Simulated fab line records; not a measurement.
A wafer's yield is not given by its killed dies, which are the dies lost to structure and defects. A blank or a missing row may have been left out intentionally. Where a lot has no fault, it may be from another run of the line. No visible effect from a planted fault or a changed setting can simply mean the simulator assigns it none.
Check for tools in common + flow rit-cmos + 14 lots, 42 wafers sampled

THE REASON FOR OPENING IT
2 of 14 lots carry a flag on the reading NWELL_TW at RIT_NWELL_TW_MEAS_10. Fault-free wafers read 2119, with a standard deviation of 16.
Rule: a lot gets a flag if all its wafers with a number sit over 4 standard deviations from that mean, or if no wafer of it has a number. The rest of the lots are taken to be sound.

| lot  | measured    | on            | NWELL_TW, wafer by wafer | flag    |
|------|-------------|---------------|--------------------------|---------|
| L761 | day 2 01:11 | film-metro-03 | 2091 2100 2097           |         |
| L762 | day 2 04:46 | film-metro-04 | 2127 2141 2141           |         |
| L763 | day 2 08:25 | film-metro-03 | 2100 2107 2106           |         |
| L764 | day 2 12:15 | film-metro-03 | 2100 2112 2106           |         |
| L765 | day 2 18:22 | film-metro-03 | 2101 2099 2109           |         |
| L766 | day 2 22:02 | film-metro-03 | 2108 2101 2097           |         |
| L767 | day 3 04:17 | film-metro-04 | 2133 2117 2134           |         |
| L768 | day 3 07:44 | film-metro-02 | 2112 2118 2114           |         |
| L769 | day 3 13:45 | film-metro-02 | 2105 2116 2115           |         |
| L770 | day 3 18:53 | film-metro-02 | 2123 2110 2113           |         |
| L776 | day 5 00:29 | film-metro-03 | 2107 2114 2111           |         |
| L777 | day 5 05:48 | film-metro-02 | 1869 1869 1867           | FLAGGED |
| L778 | day 5 09:46 | film-metro-04 | 1886 1892 1887           | FLAGGED |
| L783 | day 6 11:49 | film-metro-04 | 2144 2136 2140           |         |
Average over the flagged lots: 1878; offset from the usual -241, equal to -15 standard deviations.

WHICH TOOL RAN EACH LOT
The record keeps 1 process step preceding the reading, out of 202 steps on the route. Cell contents, in order: the tool; ch with the chambers the sampled wafers went through; the start.
| lot  | flag    | RIT_NWELL_IMPLANT_08           |
|------|---------|--------------------------------|
| L761 |         | implanter-04 ch 0, day 2 00:52 |
| L762 |         | implanter-01 ch 0, day 2 04:28 |
| L763 |         | implanter-04 ch 0, day 2 08:05 |
| L764 |         | implanter-04 ch 0, day 2 11:56 |
| L765 |         | implanter-04 ch 0, day 2 18:03 |
| L766 |         | implanter-03 ch 0, day 2 21:44 |
| L767 |         | implanter-01 ch 0, day 3 03:59 |
| L768 |         | implanter-03 ch 0, day 3 07:25 |
| L769 |         | implanter-01 ch 0, day 3 13:26 |
| L770 |         | implanter-03 ch 0, day 3 18:34 |
| L776 |         | implanter-04 ch 0, day 5 00:09 |
| L777 | FLAGGED | implanter-04 ch 0, day 5 05:29 |
| L778 | FLAGGED | implanter-04 ch 0, day 5 09:28 |
| L783 |         | implanter-01 ch 0, day 6 11:31 |
What the steps here do:
- RIT_NWELL_IMPLANT_08
- RIT_NWELL_TW_MEAS_10

FLAGGED AGAINST TOTAL, ONE TOOL AT A TIME (gauges that did the reading follow at the end)
| step                 | tool          | lots run | flagged | share of the flagged lots | sound lots run after its first flagged lot |
|----------------------|---------------|----------|---------|---------------------------|--------------------------------------------|
| RIT_NWELL_IMPLANT_08 | implanter-01  | 4        | 0       | none                      | -                                          |
| RIT_NWELL_IMPLANT_08 | implanter-03  | 3        | 0       | none                      | -                                          |
| RIT_NWELL_IMPLANT_08 | implanter-04  | 7        | 2       | all                       | 0                                          |
| RIT_NWELL_TW_MEAS_10 | film-metro-02 | 4        | 1       | some                      | 0                                          |
| RIT_NWELL_TW_MEAS_10 | film-metro-03 | 6        | 0       | none                      | -                                          |
| RIT_NWELL_TW_MEAS_10 | film-metro-04 | 4        | 1       | some                      | 1 (L783)                                   |

WHAT IS ALLOWED BY THE TABLE
In the table, 1 row covers all flagged lots: implanter-04 at RIT_NWELL_IMPLANT_08.
- implanter-04 at RIT_NWELL_IMPLANT_08: 2 of its 7 lots flagged. It ran its last sound lot, L776, at day 5 00:09 and its first flagged lot, L777, at day 5 05:29: a fault with its onset between the two fits. Its own readings lie more than 4 standard deviations out on every wafer of the flagged lots: dose-ions-cm2, faraday-current-uA.
One tool is left: implanter-04 at RIT_NWELL_IMPLANT_08.

WHAT HAD BEEN PUT IN BY THE SIMULATOR
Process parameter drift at RIT_NWELL_IMPLANT_08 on implanter-04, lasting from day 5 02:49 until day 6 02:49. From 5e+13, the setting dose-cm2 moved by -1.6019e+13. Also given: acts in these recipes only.
Lots struck among those shown: L777, L778. The rule above reached the same finding.
